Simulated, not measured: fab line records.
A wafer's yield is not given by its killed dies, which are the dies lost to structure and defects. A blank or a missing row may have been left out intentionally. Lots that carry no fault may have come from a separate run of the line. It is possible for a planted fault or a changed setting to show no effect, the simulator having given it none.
A sampling plan put to the test || flow berkeley_cmos170 || one line in one fab, 13 faults in these records, each fault weighed on the records of the lots it struck
The plan consists of the line's own looks: route steps at which the wafer is read by a gauge or an inspection but not changed. Where struck wafers have a number at a look and the file lists that look's usual mean and standard deviation on fault-free wafers, the look can be judged. Caught: at a look after the fault's first step, the mean of the struck wafers lies 4 or more of those standard deviations (sigma) from the usual mean. On the tool: here the same test is run on the tool's own readings at the fault's steps. Also counted as caught: the struck wafers showing another recipe, or a record that is empty for them alone.

THE FAULTS, as the simulator had put them in
1. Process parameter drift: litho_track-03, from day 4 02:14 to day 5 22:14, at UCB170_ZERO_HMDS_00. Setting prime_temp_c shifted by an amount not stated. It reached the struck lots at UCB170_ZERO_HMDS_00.
2. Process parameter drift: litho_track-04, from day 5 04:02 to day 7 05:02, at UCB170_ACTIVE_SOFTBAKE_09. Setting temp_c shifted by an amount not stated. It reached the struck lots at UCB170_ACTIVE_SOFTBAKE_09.
3. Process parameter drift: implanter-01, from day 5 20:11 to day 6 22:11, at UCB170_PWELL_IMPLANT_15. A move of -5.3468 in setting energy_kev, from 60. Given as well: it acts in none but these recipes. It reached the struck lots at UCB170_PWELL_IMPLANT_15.
4. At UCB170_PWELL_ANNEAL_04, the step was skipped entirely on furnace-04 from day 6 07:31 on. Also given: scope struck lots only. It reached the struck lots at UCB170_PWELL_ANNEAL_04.
5. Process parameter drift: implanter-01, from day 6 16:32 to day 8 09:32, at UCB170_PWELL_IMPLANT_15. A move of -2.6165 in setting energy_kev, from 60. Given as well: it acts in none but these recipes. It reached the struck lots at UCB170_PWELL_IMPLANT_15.
6. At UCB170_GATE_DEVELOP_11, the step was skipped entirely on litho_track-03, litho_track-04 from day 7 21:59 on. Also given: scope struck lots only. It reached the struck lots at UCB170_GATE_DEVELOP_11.
7. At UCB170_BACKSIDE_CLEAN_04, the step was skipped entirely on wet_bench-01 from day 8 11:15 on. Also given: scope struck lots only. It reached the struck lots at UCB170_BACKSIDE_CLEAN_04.
8. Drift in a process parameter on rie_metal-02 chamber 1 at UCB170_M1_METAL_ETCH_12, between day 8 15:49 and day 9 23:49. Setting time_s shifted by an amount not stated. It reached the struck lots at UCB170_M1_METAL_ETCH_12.
9. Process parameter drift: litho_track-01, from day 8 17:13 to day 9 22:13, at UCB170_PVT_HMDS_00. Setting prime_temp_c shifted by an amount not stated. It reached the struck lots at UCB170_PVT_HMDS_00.
10. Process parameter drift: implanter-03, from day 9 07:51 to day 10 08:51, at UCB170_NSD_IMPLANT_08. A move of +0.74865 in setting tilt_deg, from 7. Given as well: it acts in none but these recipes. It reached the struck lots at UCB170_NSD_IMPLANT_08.
11. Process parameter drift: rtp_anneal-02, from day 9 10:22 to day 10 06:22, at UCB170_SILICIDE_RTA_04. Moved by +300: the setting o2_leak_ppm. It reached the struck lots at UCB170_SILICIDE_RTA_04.
12. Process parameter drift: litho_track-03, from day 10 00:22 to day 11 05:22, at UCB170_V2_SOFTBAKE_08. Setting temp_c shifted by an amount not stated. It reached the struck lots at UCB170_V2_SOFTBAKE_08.
13. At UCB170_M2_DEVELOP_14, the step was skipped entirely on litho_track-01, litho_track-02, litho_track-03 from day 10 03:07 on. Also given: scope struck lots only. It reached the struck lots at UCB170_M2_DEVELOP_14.

WHAT THE PLAN SAW
{"fault": 1, "on the tool itself": "prime_temp_c -15 sigma", "first look that catches it": "none of the 2 looks that can be judged after it", "reading, sigma": "-", "median hours from its first step to that look": "-", "hours from the fault's start to the first struck lot there": "-", "judged looks passed uncaught": 2}
{"fault": 2, "on the tool itself": "heater_power_total_W +57 sigma", "first look that catches it": "UCB170_ACTIVE_CD_MEAS_13", "reading, sigma": "cd_nm -7.9", "median hours from its first step to that look": 1.2, "hours from the fault's start to the first struck lot there": 8, "judged looks passed uncaught": 0}
{"fault": 3, "on the tool itself": "beam_energy_keV -99 or beyond sigma", "first look that catches it": "no look after it can be judged", "reading, sigma": "-", "median hours from its first step to that look": "-", "hours from the fault's start to the first struck lot there": "-", "judged looks passed uncaught": 0}
{"fault": 4, "on the tool itself": "the tool's record is blank for the struck wafers", "first look that catches it": "no look after it can be judged", "reading, sigma": "-", "median hours from its first step to that look": "-", "hours from the fault's start to the first struck lot there": "-", "judged looks passed uncaught": 0}
{"fault": 5, "on the tool itself": "beam_energy_keV -99 or beyond sigma", "first look that catches it": "not the one look that can be judged after it", "reading, sigma": "-", "median hours from its first step to that look": "-", "hours from the fault's start to the first struck lot there": "-", "judged looks passed uncaught": 1}
{"fault": 6, "on the tool itself": "the tool's record is blank for the struck wafers", "first look that catches it": "no look after it can be judged", "reading, sigma": "-", "median hours from its first step to that look": "-", "hours from the fault's start to the first struck lot there": "-", "judged looks passed uncaught": 0}
{"fault": 7, "on the tool itself": "the tool's record is blank for the struck wafers", "first look that catches it": "not the one look that can be judged after it", "reading, sigma": "-", "median hours from its first step to that look": "-", "hours from the fault's start to the first struck lot there": "-", "judged looks passed uncaught": 1}
{"fault": 8, "on the tool itself": "run_length_s -10 sigma", "first look that catches it": "no look after it can be judged", "reading, sigma": "-", "median hours from its first step to that look": "-", "hours from the fault's start to the first struck lot there": "-", "judged looks passed uncaught": 0}
{"fault": 9, "on the tool itself": "prime_temp_c +13 sigma", "first look that catches it": "none of the 3 looks that can be judged after it", "reading, sigma": "-", "median hours from its first step to that look": "-", "hours from the fault's start to the first struck lot there": "-", "judged looks passed uncaught": 3}
{"fault": 10, "on the tool itself": "tilt_deg +38 sigma", "first look that catches it": "no look after it can be judged", "reading, sigma": "-", "median hours from its first step to that look": "-", "hours from the fault's start to the first struck lot there": "-", "judged looks passed uncaught": 0}
{"fault": 11, "on the tool itself": "chamber_o2_ppm +99 or beyond sigma", "first look that catches it": "no look after it can be judged", "reading, sigma": "-", "median hours from its first step to that look": "-", "hours from the fault's start to the first struck lot there": "-", "judged looks passed uncaught": 0}
{"fault": 12, "on the tool itself": "heater_power_total_W +50 sigma", "first look that catches it": "UCB170_V2_CD_MEAS_12", "reading, sigma": "cd_nm +7.2", "median hours from its first step to that look": 0.7, "hours from the fault's start to the first struck lot there": 1, "judged looks passed uncaught": 0}
{"fault": 13, "on the tool itself": "the tool's record is blank for the struck wafers", "first look that catches it": "no look after it can be judged", "reading, sigma": "-", "median hours from its first step to that look": "-", "hours from the fault's start to the first struck lot there": "-", "judged looks passed uncaught": 0}
A dash: the fault is not caught, or the number is missing from these records.

Caught at a look: 2 of 13. Caught on the tool: 13 of 13. By one or the other: 13 of 13.
Faults caught by the tool alone: 1, 3, 4, 5, 6, 7, 8, 9, 10, 11, 13.

THINNER SAMPLING
In the worst case, this is how late the first struck lot would be measured if the look that catches a fault measured only every second or every third lot, by lot number:
{"fault": 2, "struck lots at that look, in order of time": "L289, L290", "every lot": "8 h", "every second lot": "23 h", "every third lot": "may miss all 2"}
{"fault": 12, "struck lots at that look, in order of time": "L744, L748, L750", "every lot": "1 h", "every second lot": "may miss all 3", "every third lot": "may miss all 3"}
Hours count from the start of the fault until the first struck lot that is measured. The test against the limit of 4 sigma pooled every struck wafer, which means one lot taken alone may stay below that limit. Other struck lots may not be in these records.

THE LONGEST TIMED WAY FROM STEP TO LOOK
Fault 2: a median of 1.2 hours passes between UCB170_ACTIVE_SOFTBAKE_09 and UCB170_ACTIVE_CD_MEAS_13. No look between them can be judged.
